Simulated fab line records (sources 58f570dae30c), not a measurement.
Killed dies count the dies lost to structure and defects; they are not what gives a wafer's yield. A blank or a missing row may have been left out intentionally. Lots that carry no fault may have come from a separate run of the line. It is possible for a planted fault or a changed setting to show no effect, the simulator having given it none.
Check for tools in common / flow berkeley-cmos170 / 48 wafers sampled across 16 lots

THE REASON FOR OPENING IT
Of 16 lots, 4 have the reading NLDD_OVL flagged at UCB170_NLDD_OVL_MEAS_07. No-fault wafers: -1 nm, standard deviation 6.
Rule: a lot is flagged in two cases, either no wafer of it has a number, or all its wafers with numbers fall more than 4 standard deviations from that mean. The rest of the lots are taken to be sound.

lot=L327; measured=day 7 14:48; on=overlay-02; NLDD_OVL (nm), wafer by wafer=-3 -10 -4; flag=
lot=L328; measured=day 7 15:20; on=overlay-02; NLDD_OVL (nm), wafer by wafer=2 5 -1; flag=
lot=L329; measured=day 8 03:32; on=overlay-02; NLDD_OVL (nm), wafer by wafer=4 3 5; flag=
lot=L330; measured=day 8 03:53; on=overlay-01; NLDD_OVL (nm), wafer by wafer=-6 -5 -4; flag=
lot=L333; measured=day 8 13:53; on=overlay-01; NLDD_OVL (nm), wafer by wafer=2 -2 4; flag=
lot=L332; measured=day 8 14:41; on=overlay-02; NLDD_OVL (nm), wafer by wafer=-8 -6 -6; flag=
lot=L331; measured=day 8 14:58; on=overlay-02; NLDD_OVL (nm), wafer by wafer=-2 -8 -1; flag=
lot=L337; measured=day 9 16:58; on=overlay-01; NLDD_OVL (nm), wafer by wafer=-2 0 -5; flag=
lot=L336; measured=day 9 16:59; on=overlay-02; NLDD_OVL (nm), wafer by wafer=2 13 2; flag=
lot=L338; measured=day 9 17:16; on=overlay-01; NLDD_OVL (nm), wafer by wafer=188 185 184; flag=FLAGGED
lot=L339; measured=day 9 17:32; on=overlay-01; NLDD_OVL (nm), wafer by wafer=190 187 184; flag=FLAGGED
lot=L342; measured=day 10 12:53; on=overlay-01; NLDD_OVL (nm), wafer by wafer=181 178 179; flag=FLAGGED
lot=L340; measured=day 10 13:08; on=overlay-02; NLDD_OVL (nm), wafer by wafer=-8 2 -4; flag=
lot=L341; measured=day 10 13:27; on=overlay-01; NLDD_OVL (nm), wafer by wafer=166 170 173; flag=FLAGGED
lot=L343; measured=day 10 13:47; on=overlay-02; NLDD_OVL (nm), wafer by wafer=3 0 -11; flag=
lot=L344; measured=day 10 23:41; on=overlay-01; NLDD_OVL (nm), wafer by wafer=-9 -3 -5; flag=
The numbers of the flagged lots are 180 nm on average: +181 nm against the usual, or +30 standard deviations.

EACH LOT AND THE TOOL IT RAN ON
Before the reading, the record contains 2 process steps out of a 331-step route. Each cell gives the tool, then ch followed by the chambers the sampled wafers passed through, then the start.
lot=L327; flag=; UCB170_ZERO_ETCH_06=rie-diel-04 ch 2,3, day 2 04:56; UCB170_NLDD_EXPOSE_03=krf-scanner-01 ch 0, day 7 14:17
lot=L328; flag=; UCB170_ZERO_ETCH_06=rie-diel-03 ch 0,3, day 2 04:35; UCB170_NLDD_EXPOSE_03=krf-scanner-01 ch 0, day 7 14:50
lot=L329; flag=; UCB170_ZERO_ETCH_06=rie-diel-03 ch 0,2, day 2 13:43; UCB170_NLDD_EXPOSE_03=krf-scanner-02 ch 0, day 8 03:01
lot=L330; flag=; UCB170_ZERO_ETCH_06=rie-diel-02 ch 1,2,3, day 2 18:32; UCB170_NLDD_EXPOSE_03=krf-scanner-01 ch 0, day 8 03:25
lot=L333; flag=; UCB170_ZERO_ETCH_06=rie-diel-03 ch 1,2,3, day 3 06:08; UCB170_NLDD_EXPOSE_03=krf-scanner-01 ch 0, day 8 13:23
lot=L332; flag=; UCB170_ZERO_ETCH_06=rie-diel-02 ch 0,1,3, day 3 05:51; UCB170_NLDD_EXPOSE_03=krf-scanner-02 ch 0, day 8 14:12
lot=L331; flag=; UCB170_ZERO_ETCH_06=rie-diel-03 ch 0,2,3, day 2 23:25; UCB170_NLDD_EXPOSE_03=krf-scanner-02 ch 0, day 8 14:26
lot=L337; flag=; UCB170_ZERO_ETCH_06=rie-diel-03 ch 2,3, day 3 23:37; UCB170_NLDD_EXPOSE_03=krf-scanner-01 ch 0, day 9 15:25
lot=L336; flag=; UCB170_ZERO_ETCH_06=rie-diel-04 ch 0,3, day 3 23:45; UCB170_NLDD_EXPOSE_03=krf-scanner-02 ch 0, day 9 15:37
lot=L338; flag=FLAGGED; UCB170_ZERO_ETCH_06=rie-diel-02 ch 0,1, day 4 10:31; UCB170_NLDD_EXPOSE_03=krf-scanner-01 ch 0, day 9 15:51
lot=L339; flag=FLAGGED; UCB170_ZERO_ETCH_06=rie-diel-04 ch 0,2,3, day 4 10:32; UCB170_NLDD_EXPOSE_03=krf-scanner-01 ch 0, day 9 15:58
lot=L342; flag=FLAGGED; UCB170_ZERO_ETCH_06=rie-diel-03 ch 0,1,2, day 5 09:13; UCB170_NLDD_EXPOSE_03=krf-scanner-01 ch 0, day 10 12:14
lot=L340; flag=; UCB170_ZERO_ETCH_06=rie-diel-03 ch 1,3, day 5 02:46; UCB170_NLDD_EXPOSE_03=krf-scanner-02 ch 0, day 10 12:39
lot=L341; flag=FLAGGED; UCB170_ZERO_ETCH_06=rie-diel-02 ch 0,2, day 5 03:02; UCB170_NLDD_EXPOSE_03=krf-scanner-01 ch 0, day 10 12:56
lot=L343; flag=; UCB170_ZERO_ETCH_06=rie-diel-04 ch 1,2,3, day 5 09:51; UCB170_NLDD_EXPOSE_03=krf-scanner-02 ch 0, day 10 13:17
lot=L344; flag=; UCB170_ZERO_ETCH_06=rie-diel-03 ch 0,2,3, day 5 22:27; UCB170_NLDD_EXPOSE_03=krf-scanner-02 ch 0, day 10 23:02
What is done by these steps:
- UCB170_ZERO_ETCH_06: etches SiO2 in CHF3/CF4/Ar, time 12 s.
- UCB170_NLDD_EXPOSE_03: exposes mask NSELECT, target cd 1200 nm.
- UCB170_NLDD_OVL_MEAS_07

FLAGGED OVER TOTAL, TOOL BY TOOL (the gauges that took the reading come last)
step=UCB170_ZERO_ETCH_06; tool=rie-diel-02; lots run=4; flagged=2; share of the flagged lots=some; sound lots run after its first flagged lot=0
step=UCB170_ZERO_ETCH_06; tool=rie-diel-03; lots run=8; flagged=1; share of the flagged lots=some; sound lots run after its first flagged lot=1 (L344)
step=UCB170_ZERO_ETCH_06; tool=rie-diel-04; lots run=4; flagged=1; share of the flagged lots=some; sound lots run after its first flagged lot=1 (L343)
step=UCB170_NLDD_EXPOSE_03; tool=krf-scanner-01; lots run=9; flagged=4; share of the flagged lots=all; sound lots run after its first flagged lot=0
step=UCB170_NLDD_EXPOSE_03; tool=krf-scanner-02; lots run=7; flagged=0; share of the flagged lots=none; sound lots run after its first flagged lot=-
step=UCB170_NLDD_OVL_MEAS_07; tool=overlay-01; lots run=8; flagged=4; share of the flagged lots=all; sound lots run after its first flagged lot=1 (L344)
step=UCB170_NLDD_OVL_MEAS_07; tool=overlay-02; lots run=8; flagged=0; share of the flagged lots=none; sound lots run after its first flagged lot=-

THE TABLE: WHAT IT ALLOWS
krf-scanner-01 at UCB170_NLDD_EXPOSE_03 and overlay-01 at UCB170_NLDD_OVL_MEAS_07 are the 2 rows of the table that ran each flagged lot.
- krf-scanner-01 at UCB170_NLDD_EXPOSE_03 ran 9 lots, 4 of them flagged. A fault beginning between L337 (day 9 15:25), its last sound lot, and L338 (day 9 15:51), its first flagged one, fits the data.
- overlay-01 at UCB170_NLDD_OVL_MEAS_07 ran 8 lots, 4 of them flagged. Lots that were sound ran on it after the first flagged one (L344); a persistent fault on the entire tool would not allow that.
One tool is left: krf-scanner-01 at UCB170_NLDD_EXPOSE_03.

WHAT THE SIMULATOR HAD INSERTED
Scanner matching overlay: krf-scanner-01, from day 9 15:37 on, at UCB170_NLDD_EXPOSE_03. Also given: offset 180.
Lots struck among those shown: L338, L339, L342, L341. This agrees with what the rule above found.
